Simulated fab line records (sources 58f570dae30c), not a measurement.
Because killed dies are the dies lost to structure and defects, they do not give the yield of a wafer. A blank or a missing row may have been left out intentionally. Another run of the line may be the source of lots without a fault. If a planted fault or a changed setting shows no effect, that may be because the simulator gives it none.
fab line records | flow berkeley-cmos170
record lots=14 wafers=42 last-day=13
route steps=331 shown START@1 NWELL@19 ACTIVE@75 FIELD@126
lots that met no fault: from a run of the same line without faults
start-h: start of the lot's first displayed wafer, in hours after the record's first day | wait-h: how many hours have passed since the lot's step before this one | " the same as in the row above | L1.1+2: a single row standing in for several wafers | - no value, or no start was given | * or withheld: withheld | < > ~ a bound
route shown NAME@n: names a module that has steps shown in the file, with the first one's number in the route | usual: mean and standard deviation over wafers with no fault | same: alike in all rows | chamber/n: place in a boat | sites: each site's reading | _std_site: the standard deviation of these | _edge_site: outer sites' mean less inner sites' | radius-mm: how far each site lies from the wafer's centre | mask NAME#n: copy n | behind: the most recent tool/chamber to have shaped the wafer | hold: the reason the lot was held/the length of the hold in hours/how it ended | device: transistor that didn't switch, given as n, p or np | end of line: tests of these same wafers at the route's end | for a step that has no rows: nothing shown but its recipe | killed: at the first sort, the dies lost to defects and structure; wafer yield is something else | map: shows each die of a wafer: x if killed, . if not, _ if none is there
set.NAME: the setting the step ran with; set.NAME@STEP: the setting that earlier step ran with | model.NAME: the simulator's own value behind a step, which no gauge read
steps of the route over a sample of lots; a table a step, a row a wafer
services: from which hour (start-h, from the record's first day; less than 0 if before it) a tool's chamber was out of use, for how many hours, and why
## steps
# step UCB170_START_BOW_MEAS_00
# recipe mode=bow
# usual INCOMING_BOW=-1/6.7
# columns lot.wafer tool chamber start-h wait-h INCOMING_BOW[um]
L976.3 film-metro-03 - 15.04 - -3
L976.4 " - " " 2
L976.6 " - " " -2
L977.2 film-metro-04 - 20.02 - 8
L977.3 " - " " -5
L977.5 " - " " 5
L979.1 film-metro-02 - 30.00 - -9
L979.3 " - " " -13
L979.6 " - " " -1
L980.1 film-metro-03 - 35.00 - -1
L980.2 " - " " -2
L980.6 " - " " -6
L981.2 film-metro-02 - 40.02 - 2
L981.3 " - " " -9
L981.4 " - " " -2
L982.1 film-metro-04 - 45.00 - 0
L982.4 " - " " -2
L982.6 " - " " -6
L991.2 film-metro-02 - 90.02 - 3
L991.3 " - " " -7
L991.4 " - " " 6
L992.1 film-metro-04 - 95.00 - 1
L992.4 " - " " 8
L992.6 " - " " 3
L993.3 film-metro-02 - 100.04 - -14
L993.4 " - " " 0
L993.6 " - " " 11
L994.2 film-metro-03 - 105.02 - -5
L994.4 " - " " 7
L994.6 " - " " -5
L995.1 film-metro-04 - 110.00 - -6
L995.2 " - " " -15
L995.4 " - " " 5
L996.1 film-metro-04 - 115.00 - -19
L996.5 " - " " -1
L996.6 " - " " 5
L997.3 film-metro-03 - 120.04 - 17
L997.5 " - " " -7
L997.6 " - " " -7
L998.4 film-metro-04 - 125.06 - 1
L998.5 " - " " -5
L998.6 " - " " -4
# step UCB170_NWELL_THK_MEAS_05
# recipe reads=Si3N4_of_NWELL_CVD_04
# usual NWELL_NITRIDE_THK=224.1/1.9
# columns lot.wafer tool chamber start-h wait-h NWELL_NITRIDE_THK[nm]
L976.3 film-metro-01 - 34.34 0.0 225.2
L976.4 " - " " 226.3
L976.6 " - " " 226.5
L977.2 film-metro-03 - 38.37 0.0 222.5
L977.3 " - " " 224.0
L977.5 " - " " 224.5
L979.1 film-metro-01 - 47.32 0.0 224.8
L979.3 " - " " 221.7
L979.6 " - " " 222.7
L980.1 film-metro-01 - 48.51 0.0 221.5
L980.2 " - " " 222.0
L980.6 " - " " 219.5
L981.2 film-metro-02 - 59.74 0.0 222.3
L981.3 " - " " 222.6
L981.4 " - " " 222.5
L982.1 film-metro-01 - 61.74 0.1 226.7
L982.4 " - " " 224.8
L982.6 " - " " 227.6
L992.1 film-metro-02 - 111.41 0.0 225.2
L992.4 " - " " 225.5
L992.6 " - " " 225.9
L991.2 film-metro-01 - 111.42 0.0 224.3
L991.3 " - " " 221.2
L991.4 " - " " 221.3
L993.3 film-metro-01 - 118.27 0.0 221.5
L993.4 " - " " 221.3
L993.6 " - " " 221.0
L994.2 film-metro-02 - 125.37 0.0 222.4
L994.4 " - " " 221.7
L994.6 " - " " 224.0
L995.1 film-metro-01 - 129.86 0.0 223.8
L995.2 " - " " 224.7
L995.4 " - " " 223.1
L996.1 film-metro-02 - 135.68 0.0 222.7
L996.5 " - " " 223.1
L996.6 " - " " 222.1
L997.3 film-metro-03 - 137.89 0.0 222.0
L997.5 " - " " 222.3
L997.6 " - " " 223.0
L998.4 film-metro-02 - 146.33 0.0 223.8
L998.5 " - " " 223.2
L998.6 " - " " 224.3
# step UCB170_ACTIVE_ETCH_15
# recipe chemistry=CH3F/Ar/O2 target=Si3N4 stop-on=SiO2 CH3F_flow_sccm=20 Ar_flow_sccm=50 O2_flow_sccm=7 pressure-mtorr=50 rf-w=450 target-depth-a=2420 over-etch-frac=0.1 time-s=151
# usual CH3F_flow_sccm=20.00/0.059 O2_flow_sccm=7.003/0.019 drypump-motor-current-A=5.6/0.52 oes-product-au=0.938/0.015 throttle-valve-pct=8.00/0.14 time-s=151/0
# columns lot.wafer tool chamber start-h wait-h CH3F_flow_sccm O2_flow_sccm drypump-motor-current-A oes-product-au rf-hours-counter-h throttle-valve-pct time-s
L977.2 rie-diel-04 2 85.53 0.0 20.14 7.003 6.2 0.951 102 7.88 151
L977.3 " 1 " " 20.01 7.048 6.4 0.943 66 7.85 151
L977.5 " 1 " " 20.02 7.033 6.4 0.940 - 7.86 151
L976.3 rie-diel-01 2 85.64 0.0 19.97 6.973 5.7 0.963 4 8.11 151
L976.4 " 3 " " 19.90 7.006 5.2 0.930 90 7.79 151
L976.6 " 1 " " 19.91 7.006 5.1 0.949 - 8.21 151
L979.1 rie-diel-04 3 90.84 0.0 19.98 7.001 5.5 0.931 51 8.15 151
L979.3 " 1 " " 19.99 6.995 6.4 0.936 67 7.87 151
L979.6 " 3 " " 20.03 7.025 5.5 0.936 - 8.15 151
L980.1 rie-diel-01 3 91.08 0.0 20.01 7.015 5.2 0.936 90 7.79 151
L980.2 " 0 " " 20.06 7.011 6.4 0.951 113 8.23 151
L980.6 " 3 " " 19.97 7.032 5.2 0.940 - 7.79 151
L982.1 rie-diel-01 2 104.27 0.0 - - - - - - -
L982.4 " 3 " " - - - - - - -
L982.6 " 3 " " - - - - - - -
L981.2 rie-diel-03 1 104.44 0.0 - - - - - - -
L981.3 " 3 " " - - - - - - -
L981.4 " 2 " " - - - - - - -
L992.1 rie-diel-03 2 162.89 0.0 20.02 6.994 6.2 0.944 19 7.91 151
L992.4 " 1 " " 19.91 6.951 5.2 0.940 91 7.96 151
L992.6 " 0 " " 20.02 6.987 5.2 0.930 - 7.89 151
L991.2 rie-diel-04 0 169.28 0.0 19.91 6.985 6.0 0.940 38 8.05 151
L991.3 " 2 " " 20.03 7.015 6.2 0.949 105 7.89 151
L991.4 " 1 " " 20.00 6.993 6.4 0.942 69 7.86 151
L993.3 rie-diel-03 0 169.56 0.0 20.04 6.985 5.2 0.917 141 7.89 151
L993.4 " 3 " " 19.94 7.011 5.1 0.928 - 7.95 151
L993.6 " 0 " " 20.12 7.001 5.2 0.933 - 7.90 151
L994.2 rie-diel-01 2 179.05 0.0 19.92 7.019 5.7 0.959 8 8.13 151
L994.4 " 3 " " 19.82 7.003 5.2 0.928 94 7.79 151
L994.6 " 0 " " 19.90 7.021 6.4 0.939 - 8.24 151
L995.1 rie-diel-01 0 184.51 0.0 20.00 7.025 6.4 0.937 118 8.25 151
L995.2 " 1 " " 20.09 7.005 5.1 0.940 19 8.23 151
L995.4 " 2 " " 19.93 7.008 5.7 0.956 8 8.11 151
L996.1 rie-diel-03 1 190.98 0.0 20.04 6.991 5.2 0.935 92 7.97 151
L996.5 " 0 " " 20.12 7.000 5.3 0.918 - 7.88 151
L996.6 " 1 " " 20.04 7.009 5.1 0.933 - 7.96 151
L997.3 rie-diel-04 0 191.25 0.0 19.89 7.034 6.0 0.951 39 8.05 151
L997.5 " 3 " " 19.92 6.987 5.5 0.940 - 8.16 151
L997.6 " 2 " " 19.88 6.991 6.2 0.950 - 7.88 151
L998.4 rie-diel-04 1 205.00 0.0 19.98 6.996 6.4 0.934 71 7.85 151
L998.5 " 3 " " 19.97 7.004 5.6 0.923 - 8.16 151
L998.6 " 0 " " 20.00 6.992 6.0 0.945 - 8.07 151
# step UCB170_ACTIVE_STRIP_16
# recipe chemistry=O2 power-w=400 pressure-mtorr=3500 platen-temp-c=withheld o2-flow-sccm=400 overash-fraction=0.5
# usual drypump-motor-current-A=5.6/0.59 o2-flow-sccm=400.2/1.5 oes-product-au=0.721/0.0042 strip-time-to-endpoint-s=18.12/0.11
# columns lot.wafer tool chamber start-h wait-h drypump-motor-current-A o2-flow-sccm oes-product-au rf-hours-counter-h strip-time-to-endpoint-s
L977.2 plasma-asher-02 0 85.63 0.1 5.3 399.1 0.723 39 18.17
L977.3 " 1 " " 6.4 398.6 0.722 - 18.17
L977.5 " 0 " " 5.3 398.2 0.718 - 18.09
L976.3 plasma-asher-03 1 85.78 0.1 5.7 401.2 0.725 - 18.04
L976.4 " 0 " " 6.1 400.4 0.721 - 18.02
L976.6 " 0 " " 6.1 400.8 0.725 - 18.11
L979.1 plasma-asher-02 0 90.94 0.1 5.3 398.6 0.725 39 18.29
L979.3 " 0 " " 5.3 398.3 0.718 - 18.21
L979.6 " 0 " " 5.3 397.3 0.723 - 18.36
L980.1 plasma-asher-03 1 91.18 0.1 5.7 399.4 0.718 40 18.02
L980.2 " 0 " " 6.1 400.8 0.719 40 18.25
L980.6 " 0 " " 6.1 401.2 0.719 - 18.09
L982.1 plasma-asher-01 0 104.37 0.1 5.0 400.5 0.737 30 21.65
L982.4 " 1 " " 4.9 402.3 0.736 - 21.63
L982.6 " 0 " " 5.0 399.9 0.730 - 21.64
L981.2 plasma-asher-02 0 104.54 0.1 5.3 398.4 0.734 41 21.74
L981.3 " 1 " " 6.5 400.4 0.736 - 21.72
L981.4 " 0 " " 5.3 398.5 0.739 - 21.68
L992.1 plasma-asher-02 0 162.99 0.1 5.3 400.1 0.730 47 18.04
L992.4 " 1 " " 6.5 401.6 0.722 - 18.17
L992.6 " 0 " " 5.3 400.0 0.722 - 18.22
L991.2 plasma-asher-01 1 169.38 0.1 4.9 400.3 0.721 37 18.18
L991.3 " 1 " " 4.8 401.8 0.721 - 18.19
L991.4 " 0 " " 5.0 400.2 0.723 - 18.13
L993.3 plasma-asher-03 1 169.69 0.1 5.7 398.9 0.719 - 18.13
L993.4 " 0 " " 6.1 400.3 0.721 - 18.04
L993.6 " 0 " " 6.1 399.8 0.720 - 18.21
L994.2 plasma-asher-01 1 179.15 0.1 4.9 400.3 0.723 38 17.97
L994.4 " 1 " " 4.9 401.3 0.724 - 18.06
L994.6 " 1 " " 4.9 399.0 0.720 - 18.26
L995.1 plasma-asher-03 1 184.61 0.1 5.7 401.8 0.718 6 18.09
L995.2 " 0 " " 6.1 399.0 0.719 6 18.02
L995.4 " 1 " " 5.7 401.0 0.714 - 17.86
L996.1 plasma-asher-02 1 191.08 0.1 6.5 399.5 0.716 50 18.04
L996.5 " 0 " " 5.3 400.3 0.720 - 18.20
L996.6 " 1 " " 6.5 397.1 0.720 - 18.03
L997.3 plasma-asher-01 1 191.39 0.1 4.9 402.8 0.724 - 18.32
L997.5 " 1 " " 4.9 400.5 0.723 - 18.25
L997.6 " 0 " " 5.1 401.0 0.718 - 18.28
L998.4 plasma-asher-01 1 205.13 0.1 4.9 398.9 0.719 - 18.07
L998.5 " 0 " " 5.1 399.0 0.718 - 18.09
L998.6 " 1 " " 4.9 400.6 0.728 - 18.08
# step UCB170_ACTIVE_CD_MEAS_90
# recipe target-cd-nm=1200
# usual cd-nm=1200.3/1.3
# columns lot.wafer tool chamber start-h wait-h cd-nm
L977.2 cd-sem-01 - 85.87 0.2 1202.9
L977.3 " - " " 1201.4
L977.5 " - " " 1201.2
L976.3 cd-sem-02 - 85.91 0.1 1200.3
L976.4 " - " " 1200.6
L976.6 " - " " 1200.3
L979.1 cd-sem-01 - 91.04 0.1 1197.9
L979.3 " - " " 1198.0
L979.6 " - " " 1198.5
L980.1 cd-sem-01 - 91.28 0.1 1198.9
L980.2 " - " " 1199.1
L980.6 " - " " 1200.1
L982.1 cd-sem-02 - 104.47 0.1 -
L982.4 " - " " -
L982.6 " - " " -
L981.2 cd-sem-02 - 104.66 0.1 -
L981.3 " - " " -
L981.4 " - " " -
L992.1 cd-sem-01 - 163.09 0.1 1199.7
L992.4 " - " " 1199.5
L992.6 " - " " 1200.2
L991.2 cd-sem-02 - 169.66 0.2 1200.1
L991.3 " - " " 1199.8
L991.4 " - " " 1200.4
L993.3 cd-sem-02 - 169.92 0.2 1200.2
L993.4 " - " " 1200.4
L993.6 " - " " 1201.6
L994.2 cd-sem-02 - 179.27 0.1 1200.2
L994.4 " - " " 1201.4
L994.6 " - " " 1200.3
L995.1 cd-sem-02 - 184.71 0.1 1200.5
L995.2 " - " " 1200.0
L995.4 " - " " 1201.3
L996.1 cd-sem-02 - 191.22 0.1 1199.0
L996.5 " - " " 1200.2
L996.6 " - " " 1200.7
L997.3 cd-sem-01 - 191.50 0.1 1198.7
L997.5 " - " " 1199.1
L997.6 " - " " 1199.8
L998.4 cd-sem-01 - 205.26 0.1 1200.4
L998.5 " - " " 1199.4
L998.6 " - " " 1200.0
# step UCB170_FIELD_THK_MEAS_91
# recipe reads=SiO2_of_FIELD_OXIDATION_01
# usual FIELD_OXIDE_LEFT_2_THK=359/9.8
# columns lot.wafer tool chamber start-h wait-h FIELD_OXIDE_LEFT_2_THK[nm]
L977.2 film-metro-01 - 118.17 0.0 352
L977.3 " - " " 352
L977.5 " - " " 363
L976.3 film-metro-04 - 118.18 0.0 369
L976.4 " - " " 369
L976.6 " - " " 372
L979.1 film-metro-04 - 120.41 0.0 355
L979.3 " - " " 362
L979.6 " - " " 357
L980.1 film-metro-01 - 120.67 0.0 368
L980.2 " - " " 366
L980.6 " - " " 369
L992.1 film-metro-01 - 204.99 0.0 356
L992.4 " - " " 353
L992.6 " - " " 360
L991.2 film-metro-03 - 205.06 0.0 369
L991.3 " - " " 358
L991.4 " - " " 365
L993.3 film-metro-03 - 205.30 0.0 368
L993.4 " - " " 366
L993.6 " - " " 352
L995.1 film-metro-03 - 215.79 0.0 356
L995.2 " - " " 360
L995.4 " - " " 363
L994.2 film-metro-04 - 216.12 0.0 351
L994.4 " - " " 351
L994.6 " - " " 346
L996.1 film-metro-01 - 225.60 0.0 357
L996.5 " - " " 352
L996.6 " - " " 362
L997.3 film-metro-01 - 225.88 0.0 369
L997.5 " - " " 364
L997.6 " - " " 357
L998.4 film-metro-01 - 245.10 0.0 358
L998.5 " - " " 370
L998.6 " - " " 359
## services
# columns tool chamber start-h hours kind
rie-diel-04 2 67.00 2.4 repair
plasma-asher-02 - 68.30 4.3 repair
rie-diel-04 - 72.50 2.8 pm
plasma-asher-03 - 74.35 2.2 repair
rie-diel-03 - 77.46 0.2 repair
rie-diel-01 1 85.75 4.3 repair
rie-diel-01 - 87.42 1.4 repair
rie-diel-03 2 88.86 8.4 repair
rie-diel-01 1 101.96 1.8 repair
plasma-asher-03 - 108.83 9.0 pm
plasma-asher-03 0 108.83 9.0 vent-cycle
plasma-asher-03 1 108.83 9.0 vent-cycle
plasma-asher-03 0 117.83 - clean
plasma-asher-03 1 117.83 - clean
rie-diel-04 - 127.01 4.9 repair
rie-diel-04 - 159.23 0.4 repair
rie-diel-03 1 165.11 11.8 repair
rie-diel-04 - 184.43 0.8 repair
## key
first-sign step=UCB170_ACTIVE_ETCH_15 reading=tool-record direction=missing
effect step=UCB170_ACTIVE_STRIP_16 reading=strip-time-to-endpoint-s direction=up sigmas=32 usual=* struck=*
effect step=UCB170_ACTIVE_CD_MEAS_90 reading=cd-nm direction=missing
met-at UCB170_ACTIVE_ETCH_15
struck-lots L981,L982
later-rows-left-out L981.2,L981.3,L981.4,L982.1,L982.4,L982.6
sort-left-out L981.2,L981.3,L981.4,L982.1,L982.4,L982.6
tester-left-out L981,L982
not-acting-at UCB170_START_BOW_MEAS_00,UCB170_NWELL_THK_MEAS_05,UCB170_FIELD_THK_MEAS_91
onset-between 91.08 104.27
fault kind=skipped-step-whole tool=rie-diel-01,rie-diel-03 chamber=- onset-h=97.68 steps=UCB170_ACTIVE_ETCH_15 scope=struck-lots-only
# tester-left-out: of these lots the tester's yield and bins aren't shown, on N5 and GAA mostly nor the transistor test; their killed dies are dies lost to structure and defects alone, not to doping, threshold or leakage, so they don't give the yield
# sort-left-out: the simulated sort isn't trusted on such a fault, so these wafers' sort isn't shown, and their yield isn't known
# later-rows-left-out: the simulator's readings of these wafers behind a module that went badly wrong aren't trusted and aren't shown, but for the sort
